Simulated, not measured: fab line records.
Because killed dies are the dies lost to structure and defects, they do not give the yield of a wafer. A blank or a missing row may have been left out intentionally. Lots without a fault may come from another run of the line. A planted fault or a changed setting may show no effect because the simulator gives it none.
Comparing a struck lot with a sound one | flow rit_cmos | 21 out of 202 route steps
Sound: the wafers L262.1, L262.3, L262.5. Wafers L268.1, L268.2, L268.6 were the ones struck. The cause is given at the end.
Each step with rows lists, per side, the tool, then ch with its chambers, then its first start. Under that, the readings that differ: sound wafers | struck wafers | difference of the means | sigmas: that difference in standard deviations of wafers without a fault.
alike: words and numbers the same on both sides, and readings whose means are apart by under 2 such deviations; not compared: readings that were withheld, readings missing a value for some wafer, numbers with overlapping values and no deviation given by the record, and bounds like >300 which may hide the same value.
A row with sigmas, a row that says differs or no value, or rows on one side alone: a step with any of these is where the two part. When numbers do not overlap yet have no deviation, they are printed without sigmas and do not part them. Lack of a reading on every wafer of one side parts them only where that side has two or more wafers.

first, 4 steps without rows for these wafers: RIT_ACTIVE_CLEAN_15 (cleans in SC1, time 600 s); RIT_ACTIVE_CLEAN_16 (cleans in dHF, time 30 s); RIT_ACTIVE_CLEAN_17 (cleans in SC2, time 600 s); RIT_FOX1_OXIDATION_00 (target thk 350.7 nm, ox time 1130 s).
RIT_FOX1_THK_MEAS_01:
  sound: film_metro-03 at day 3 15:46; struck: film_metro-02 at day 4 19:56
  reading             | sound       | struck      | difference | sigmas
  FOX1_OXIDE_THK (nm) | 341 334 345 | 356 356 361 | +18        | +3
then, 2 steps without rows for these wafers: RIT_FOX1_WET_ETCH_02 (etches SiO2 in BOE, target depth 350 nm, time 390 s); RIT_FOX2_OXIDATION_00 (target thk 350.7 nm, ox time 1130 s).
RIT_FOX2_THK_MEAS_01:
  sound: film_metro-01 at day 3 17:16; struck: film_metro-01 at day 4 21:26
  alike: FOX2_OXIDE_THK
then, 2 steps without rows for these wafers: RIT_FOX2_CLEAN_02 (cleans in dHF, time 180 s); RIT_FOX2_WET_ETCH_03 (etches Si3N4 in H3PO4, target depth 195 nm, time 2700 s).
RIT_FOX2_THK_MEAS_90:
  sound: film_metro-04 at day 3 18:09; struck: film_metro-01 at day 4 22:19
  alike: FIELD_OXIDE_LEFT_1_THK
then, 1 step without rows for these wafers: RIT_NWELL_HMDS_00 (prime time 60 s).
RIT_NWELL_COAT_01: resist thk 1300 nm.
  sound on litho_track-01 ch 0, day 3 18:22; struck on litho_track-01 ch 0, day 4 22:31
  reading                                    | sound                | struck               | difference | sigmas
  spin_speed_rpm (rpm)                       | 1998.7 1997.8 2001.7 | 1861.7 1862.7 1859.3 | -138.2     | -99 or more
  model.NOVOLAK_of_NWELL_COAT_01.thk_nm (nm) | 1297 1299 1299       | 1352 1349 1344       | +50        |
then, 4 steps without rows for these wafers: RIT_NWELL_SOFTBAKE_02 (time 60 s); RIT_NWELL_EXPOSE_03 (exposes mask M2, target cd 43900 nm); RIT_NWELL_PEB_04; RIT_NWELL_DEVELOP_05 (develop time 68 s).
RIT_NWELL_OVL_MEAS_06:
  sound: overlay-01 at day 3 19:13; struck: overlay-02 at day 4 23:15
  alike: NWELL_OVL
RIT_NWELL_HARDBAKE_07: time 120 s.
  sound on litho_track-01 ch 0, day 3 19:16; struck on litho_track-03 ch 0, day 4 23:17
  reading                                    | sound          | struck         | difference | sigmas
  model.NOVOLAK_of_NWELL_COAT_01.thk_nm (nm) | 1134 1136 1136 | 1181 1179 1175 | +43        |
following that, these wafers have no rows for 1 step: RIT_NWELL_IMPLANT_08.
RIT_M1_PROBE_99:
  sound: prober-02 at day 5 08:10; struck: prober-02 at day 6 15:32
  reading            | sound | struck | difference | sigmas
  killed_at_contacts | 1 1 0 | 0 0 0  | -1         | -2
  alike: killed_at_front_end, killed_dies, killed_open, killed_short

== WHERE THEY PART ==
Last at RIT_M1_PROBE_99 as far as this record goes, first at RIT_FOX1_THK_MEAS_01.

WHY: what the simulator had put in
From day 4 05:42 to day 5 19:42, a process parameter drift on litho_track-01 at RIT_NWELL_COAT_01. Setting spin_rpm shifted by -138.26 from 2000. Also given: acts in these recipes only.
